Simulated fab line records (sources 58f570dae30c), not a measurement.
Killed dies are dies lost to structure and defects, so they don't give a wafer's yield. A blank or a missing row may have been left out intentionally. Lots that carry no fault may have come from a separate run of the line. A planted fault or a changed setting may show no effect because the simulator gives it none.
Which tool did it? / flow berkeley_cmos170 / 10 lots with 30 wafers sampled at 6 steps, on a route of 331 steps

WHAT THE GAUGES SHOWED, per wafer
UCB170_PWELL_THK_MEAS_03. Usual: PWELL_OXIDE_THK typically reads 26.2 nm, with standard deviation 0.44.
lot=L402; measured=day 2 18:25; on=film_metro-01; PWELL_OXIDE_THK (nm)=25.5 25.6 25.7; flag=
lot=L403; measured=day 2 23:17; on=film_metro-01; PWELL_OXIDE_THK (nm)=25.5 25.8 25.6; flag=
lot=L404; measured=day 3 09:24; on=film_metro-01; PWELL_OXIDE_THK (nm)=26.3 26.4 26.5; flag=
lot=L405; measured=day 3 18:46; on=film_metro-03; PWELL_OXIDE_THK (nm)=26.4 25.8 26.0; flag=
lot=L406; measured=day 3 18:46; on=film_metro-04; PWELL_OXIDE_THK (nm)=26.6 26.3 25.7; flag=
lot=L407; measured=day 3 18:46; on=film_metro-01; PWELL_OXIDE_THK (nm)=26.2 26.4 26.3; flag=
lot=L408; measured=day 4 09:44; on=film_metro-01; PWELL_OXIDE_THK (nm)=26.6 26.8 26.7; flag=
lot=L409; measured=day 4 14:40; on=film_metro-03; PWELL_OXIDE_THK (nm)=26.6 26.4 26.9; flag=
lot=L410; measured=day 4 20:00; on=film_metro-04; PWELL_OXIDE_THK (nm)=25.7 26.1 25.8; flag=
lot=L411; measured=day 4 20:00; on=film_metro-01; PWELL_OXIDE_THK (nm)=25.4 25.5 25.5; flag=

UCB170_PLDD_TW_MEAS_11. Usual: PLDD_TW typically reads 1008, with standard deviation 10.
lot=L402; measured=day 7 00:05; on=film_metro-02; PLDD_TW=1008 1008 1001; flag=
lot=L403; measured=day 6 23:55; on=film_metro-03; PLDD_TW=1013 1018 1017; flag=
lot=L404; measured=day 7 19:29; on=film_metro-04; PLDD_TW=1003 1002 1000; flag=
lot=L405; measured=day 8 03:08; on=film_metro-04; PLDD_TW=994 992 990; flag=
lot=L406; measured=day 8 02:50; on=film_metro-03; PLDD_TW=1018 1015 1016; flag=
lot=L407; measured=day 8 02:32; on=film_metro-04; PLDD_TW=990 991 995; flag=
lot=L408; measured=day 8 19:24; on=film_metro-02; PLDD_TW=876 881 887; flag=OFF
lot=L409; measured=day 8 19:46; on=film_metro-03; PLDD_TW=891 885 884; flag=OFF
lot=L410; measured=day 8 19:16; on=film_metro-04; PLDD_TW=863 864 857; flag=OFF
lot=L411; measured=day 9 15:14; on=film_metro-03; PLDD_TW=893 898 890; flag=OFF

UCB170_SDANNEAL_RS_MEAS_04: uses a four-point probe to measure. Usual: PLDD_RS typically reads 1031.9 ohm/sq, with standard deviation 2.9.
lot=L402; measured=day 7 18:02; on=film_metro-03; PLDD_RS (ohm/sq)=1031.9 1033.6 1034.0; flag=
lot=L403; measured=day 7 20:06; on=film_metro-02; PLDD_RS (ohm/sq)=1032.3 1031.3 1031.5; flag=
lot=L404; measured=day 8 09:47; on=film_metro-03; PLDD_RS (ohm/sq)=1030.2 1030.7 1029.5; flag=
lot=L405; measured=day 8 17:47; on=film_metro-02; PLDD_RS (ohm/sq)=1034.2 1034.8 1037.3; flag=
lot=L406; measured=day 8 17:56; on=film_metro-03; PLDD_RS (ohm/sq)=1031.4 1033.2 1032.4; flag=
lot=L407; measured=day 8 17:35; on=film_metro-04; PLDD_RS (ohm/sq)=1032.9 1032.4 1034.8; flag=
lot=L408; measured=day 9 10:32; on=film_metro-03; PLDD_RS (ohm/sq)=928.3 928.2 929.5; flag=OFF
lot=L409; measured=day 9 10:22; on=film_metro-04; PLDD_RS (ohm/sq)=931.2 932.5 929.1; flag=OFF
lot=L410; measured=day 9 09:59; on=film_metro-02; PLDD_RS (ohm/sq)=933.5 933.5 936.1; flag=OFF
lot=L411; measured=day 10 04:41; on=film_metro-03; PLDD_RS (ohm/sq)=929.7 932.1 930.8; flag=OFF

UCB170_CONTACT_CD_MEAS_15 targets a cd of 700 nm. Usual: cd_nm reads 700.3 nm (standard deviation 1.4).
lot=L402; measured=day 7 23:19; on=cd_sem-01; cd_nm (nm)=699.3 700.8 701.3; flag=
lot=L403; measured=day 8 03:36; on=cd_sem-02; cd_nm (nm)=701.3 701.2 700.9; flag=
lot=L404; measured=day 8 14:15; on=cd_sem-01; cd_nm (nm)=702.0 701.8 701.2; flag=
lot=L405; measured=day 8 22:11; on=cd_sem-01; cd_nm (nm)=699.9 700.1 698.1; flag=
lot=L406; measured=day 8 23:46; on=cd_sem-01; cd_nm (nm)=699.8 700.8 701.0; flag=
lot=L407; measured=day 8 21:51; on=cd_sem-01; cd_nm (nm)=700.8 699.6 700.0; flag=
lot=L408; measured=day 9 17:01; on=cd_sem-01; cd_nm (nm)=701.8 700.7 700.5; flag=
lot=L409; measured=day 9 17:18; on=cd_sem-01; cd_nm (nm)=699.3 698.1 700.9; flag=
lot=L410; measured=day 9 14:22; on=cd_sem-01; cd_nm (nm)=699.3 698.4 698.7; flag=
lot=L411; measured=day 10 09:19; on=cd_sem-01; cd_nm (nm)=702.5 701.6 703.2; flag=

UCB170_M1_RS_MEAS_01: uses a four-point probe to measure. Usual: M1_AL_RS typically reads 0.0485 ohm/sq, with standard deviation 0.00049.
lot=L402; measured=day 8 00:05; on=film_metro-04; M1_AL_RS (ohm/sq)=0.0487 0.0484 0.0480; flag=
lot=L403; measured=day 8 04:23; on=film_metro-03; M1_AL_RS (ohm/sq)=0.0487 0.0490 0.0485; flag=
lot=L404; measured=day 8 15:11; on=film_metro-03; M1_AL_RS (ohm/sq)=0.0478 0.0480 0.0483; flag=
lot=L405; measured=day 8 22:59; on=film_metro-04; M1_AL_RS (ohm/sq)=0.0486 0.0490 0.0488; flag=
lot=L406; measured=day 9 00:35; on=film_metro-03; M1_AL_RS (ohm/sq)=0.0478 0.0491 0.0483; flag=
lot=L407; measured=day 8 22:40; on=film_metro-02; M1_AL_RS (ohm/sq)=0.0487 0.0490 0.0493; flag=
lot=L408; measured=day 9 18:33; on=film_metro-04; M1_AL_RS (ohm/sq)=0.0474 0.0481 0.0481; flag=
lot=L409; measured=day 9 18:33; on=film_metro-03; M1_AL_RS (ohm/sq)=0.0490 0.0492 0.0489; flag=
lot=L410; measured=day 9 15:10; on=film_metro-02; M1_AL_RS (ohm/sq)=0.0480 0.0479 0.0478; flag=
lot=L411; measured=day 10 10:06; on=film_metro-04; M1_AL_RS (ohm/sq)=0.0490 0.0489 0.0496; flag=

WHAT TOOL EACH LOT RAN ON (gives the tool, then ch and the chambers of the sampled wafers, and finally the start)
lot=L402; UCB170_PLDD_IMPLANT_09=implanter-01 ch 0, day 6 23:50
lot=L403; UCB170_PLDD_IMPLANT_09=implanter-03 ch 0, day 6 23:42
lot=L404; UCB170_PLDD_IMPLANT_09=implanter-01 ch 0, day 7 19:16
lot=L405; UCB170_PLDD_IMPLANT_09=implanter-01 ch 0, day 8 02:53
lot=L406; UCB170_PLDD_IMPLANT_09=implanter-01 ch 0, day 8 02:35
lot=L407; UCB170_PLDD_IMPLANT_09=implanter-01 ch 0, day 8 02:17
lot=L408; UCB170_PLDD_IMPLANT_09=implanter-01 ch 0, day 8 19:10
lot=L409; UCB170_PLDD_IMPLANT_09=implanter-03 ch 0, day 8 19:32
lot=L410; UCB170_PLDD_IMPLANT_09=implanter-03 ch 0, day 8 19:01
lot=L411; UCB170_PLDD_IMPLANT_09=implanter-01 ch 0, day 9 14:59
- UCB170_PLDD_IMPLANT_09

WHAT THE TOOLS THEMSELVES READ (means of the sampled wafers that have a number; where no wafer has one, the mark that the record gives instead)
UCB170_PLDD_IMPLANT_09. Usual: beam_energy_keV reads 10.001 (standard deviation 0.0029).
lot=L402 tool=implanter-01 beam_energy_keV=10.001 flag=
lot=L403 tool=implanter-03 beam_energy_keV=9.998 flag=
lot=L404 tool=implanter-01 beam_energy_keV=9.997 flag=
lot=L405 tool=implanter-01 beam_energy_keV=10.000 flag=
lot=L406 tool=implanter-01 beam_energy_keV=9.997 flag=
lot=L407 tool=implanter-01 beam_energy_keV=9.997 flag=
lot=L408 tool=implanter-01 beam_energy_keV=10.005 flag=
lot=L409 tool=implanter-03 beam_energy_keV=10.000 flag=
lot=L410 tool=implanter-03 beam_energy_keV=10.001 flag=
lot=L411 tool=implanter-01 beam_energy_keV=9.998 flag=

THE ANSWER, worked out from the rows above alone
Rule: lot off if the mean of its wafers having a number is beyond 3 standard deviations from the usual mean. Also off: a lot with no number at a reading for which 4 or more lots have one. Any other lot the step has rows for is counted as sound. The gauges are gone through in route order, then the tools' own readings, and for those a lot's mean is taken as printed above. The first step at which some lot is off is used, and at that step the reading that is off furthest; a lot without a number counts as furthest.
Off: at UCB170_PLDD_TW_MEAS_11 (PLDD_TW), L408, L409, L410, L411.
A tool fits if, at a process step before that reading, it ran every lot that is off, and no sound lot after the first of them. Gauges at UCB170_PLDD_TW_MEAS_11: tried the same way as those tools. Not one of the candidates tried fits.

WHAT THE SIMULATOR HAD INSERTED
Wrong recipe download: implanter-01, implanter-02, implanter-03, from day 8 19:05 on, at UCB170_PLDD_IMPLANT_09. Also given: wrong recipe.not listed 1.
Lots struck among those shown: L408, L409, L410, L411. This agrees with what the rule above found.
